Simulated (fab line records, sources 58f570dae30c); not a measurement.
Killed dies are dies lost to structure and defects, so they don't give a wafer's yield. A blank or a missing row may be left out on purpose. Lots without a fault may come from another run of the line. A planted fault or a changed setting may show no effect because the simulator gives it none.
A struck lot beside a sound one | flow berkeley_cmos170 | 14 steps out of a route of 331
Sound: wafers L192.4, L192.5, L192.6. Struck: wafers L206.3, L206.4, L206.5. The cause comes at the end.
At each step with rows: each side's tool, then ch and its chambers, then its first start. Under that, the readings that differ: sound wafers | struck wafers | difference of the means | sigmas: that difference in standard deviations of wafers without a fault.
alike: readings whose means differ by less than 2 such deviations, and words and numbers that are the same on both sides. not compared: withheld readings, readings that some wafer has no value for, bounds like >300 that may hide the same value, and numbers for which the record gives no deviation and whose values overlap.
The two part at a step that has a row with sigmas, a row that says differs or no value, or rows on one side only. Numbers that don't overlap but have no deviation are shown without sigmas and don't part them. A reading that every wafer of one side lacks parts them only if that side has two wafers or more.

first, 2 steps without rows for these wafers: UCB170_PWELL_ANNEAL_04 (time 900 s); UCB170_PWELL_CVD_05 (deposits Si3N4 from SiH2Cl2/NH3, target thk 220 nm, time 3300 s).
UCB170_PWELL_THK_MEAS_06:
  sound on film_metro-03, day 4 18:48; struck on film_metro-03, day 7 08:59
  alike: PWELL_NITRIDE_THK
then, 6 steps without rows for these wafers: UCB170_PWELL_HMDS_07 (prime time 60 s); UCB170_PWELL_COAT_08 (resist thk 900 nm); UCB170_PWELL_SOFTBAKE_09 (time 60 s); UCB170_PWELL_EXPOSE_10 (exposes mask PWELL, target cd 3000 nm); UCB170_PWELL_PEB_11; UCB170_PWELL_DEVELOP_12 (develop time 45 s).
UCB170_PWELL_OVL_MEAS_13:
  sound on overlay-01, day 4 20:04; struck on overlay-01, day 7 10:43
  alike: PWELL_OVL
UCB170_PWELL_ETCH_14: etches Si3N4 in CH3F/Ar/O2, stops on SiO2, target depth 242 nm, time 151 s.
  sound on rie_diel-04 ch 1,2, day 4 20:05; struck on rie_diel-04 ch 2,3, day 7 10:44
  reading               | sound             | struck            | difference | sigmas
  CH3F_flow_sccm (sccm) | 20.15 19.98 20.06 | 19.96 19.94 19.92 | -0.12      | -2
  alike: O2_flow_sccm, drypump_motor_current_A, oes_product_au, throttle_valve_pct
  not compared: rf_hours_counter_h
then, 1 step without rows for these wafers: UCB170_PWELL_IMPLANT_15.
UCB170_PWELL_STRIP_16: strips in O2.
  sound on plasma_asher-03 ch 0,1, day 4 20:23; struck on plasma_asher-03 ch 0,1, day 7 11:01
  no value came back on the struck wafers for any of 5 readings (chamber_pressure_mTorr (mTorr), drypump_motor_current_A (A) and others); on the sound wafers chamber_pressure_mTorr (mTorr) reads 3500 3502 3499
  reading                                | sound | struck            | difference | sigmas
  model.KrF_of_PWELL_COAT_08.thk_nm (nm) | 0 0 0 | 729.2 729.5 719.9 | +726.2     |
  not compared: rf_hours_counter_h
UCB170_PWELL_TW_MEAS_17:
  sound on film_metro-04, day 4 20:28; struck on film_metro-01, day 7 11:06
  alike: PWELL_TW

WHERE THEY PART
First at UCB170_PWELL_ETCH_14; last, within this record, at UCB170_PWELL_STRIP_16. Later steps at which nothing parts them and some readings are alike: UCB170_PWELL_TW_MEAS_17.

WHY: what the simulator had put in
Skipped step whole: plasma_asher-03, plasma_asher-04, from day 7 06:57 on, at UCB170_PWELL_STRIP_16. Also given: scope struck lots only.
